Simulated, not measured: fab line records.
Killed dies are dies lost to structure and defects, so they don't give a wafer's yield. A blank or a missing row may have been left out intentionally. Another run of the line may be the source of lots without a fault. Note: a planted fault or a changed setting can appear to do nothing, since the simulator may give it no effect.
Which tool was responsible? ; flow rit-cmos ; 14 lots with 42 wafers sampled at 2 steps, on a route of 202 steps

== WHAT THE GAUGES SHOWED, per wafer ==
The record lacks any reading of a measuring or inspecting step that a usual standard deviation could be used to judge.

== WHAT TOOL EACH LOT RAN ON (gives the tool, then ch and the chambers of the sampled wafers, and finally the start) ==
lot;RIT_SILICIDE_RTA_04;RIT_M1_PROBE_99
L875;rtp-anneal-01 ch 0, day 3 03:37;-
L876;rtp-anneal-02 ch 0, day 3 08:02;-
L880;rtp-anneal-02 ch 0, day 4 04:46;-
L881;rtp-anneal-01 ch 0, day 4 08:31;-
L883;rtp-anneal-01 ch 0, day 4 19:40;-
L884;rtp-anneal-02 ch 0, day 5 02:28;-
L886;rtp-anneal-02 ch 0, day 5 10:14;-
L890;rtp-anneal-02 ch 0, day 6 06:01;-
L889;rtp-anneal-02 ch 0, day 6 06:28;-
L892;rtp-anneal-02 ch 0, day 6 18:34;-
L895;rtp-anneal-01 ch 0, day 7 05:26;prober-02, day 7 12:07
L896;rtp-anneal-02 ch 0, day 7 12:56;-
L897;rtp-anneal-01 ch 0, day 7 17:23;-
L898;rtp-anneal-02 ch 0, day 7 21:53;-
- RIT_SILICIDE_RTA_04: time 10 s, ramp up 5 s, ramp down 5 s.
- RIT_M1_PROBE_99

== AS READ BY THE TOOLS THEMSELVES (means over the sampled wafers that have a number; for cases with no such wafer, the mark the record gives instead) ==
RIT_SILICIDE_RTA_04.
lot;tool;wafer_temp_C_max
L875;rtp-anneal-01;653.0
L876;rtp-anneal-02;651.8
L880;rtp-anneal-02;651.7
L881;rtp-anneal-01;657.6
L883;rtp-anneal-01;656.8
L884;rtp-anneal-02;652.1
L886;rtp-anneal-02;652.3
L890;rtp-anneal-02;651.8
L889;rtp-anneal-02;651.8
L892;rtp-anneal-02;652.6
L895;rtp-anneal-01;652.8
L896;rtp-anneal-02;652.0
L897;rtp-anneal-01;652.9
L898;rtp-anneal-02;652.6

RIT_M1_PROBE_99.
lot;tool;killed-at-contacts;killed-at-front-end;killed-dies;killed-open;killed-short
L895;prober-02;0.0;4.3;4.3;1.7;2.7

== THE ANSWER, worked out from the rows above alone ==
Rule: usual is defined by the lots themselves. The widest of any qualifying gaps counts: lots, ordered by their means at a reading, are off when they make up no more than a third of the lots, leave a main group of 4 or more, and stand apart from it by 3 or more times the standard deviation of that group's means. A main group is skipped when, at the precision printed for the reading in the tables above, its means are all equal. Also off: a lot with no number at a reading for which 4 or more lots have one. All remaining lots with rows at the step are treated as sound. First the gauges in route order, then the tools' own readings, where a lot's mean is used as printed above. At the first step where some lot is off, the reading lying furthest off is the one used; lots without a number count as furthest.
Off: L881, L883, at RIT_SILICIDE_RTA_04 (wafer_temp_C_max). Mean 652.3 and standard deviation 0.46 in the main group.
A tool fits if, at that step or a process step before it, it ran every lot that is off, and no sound lot after the first of them. No candidate that was tried fits.

== WHAT THE SIMULATOR HAD PUT IN ==
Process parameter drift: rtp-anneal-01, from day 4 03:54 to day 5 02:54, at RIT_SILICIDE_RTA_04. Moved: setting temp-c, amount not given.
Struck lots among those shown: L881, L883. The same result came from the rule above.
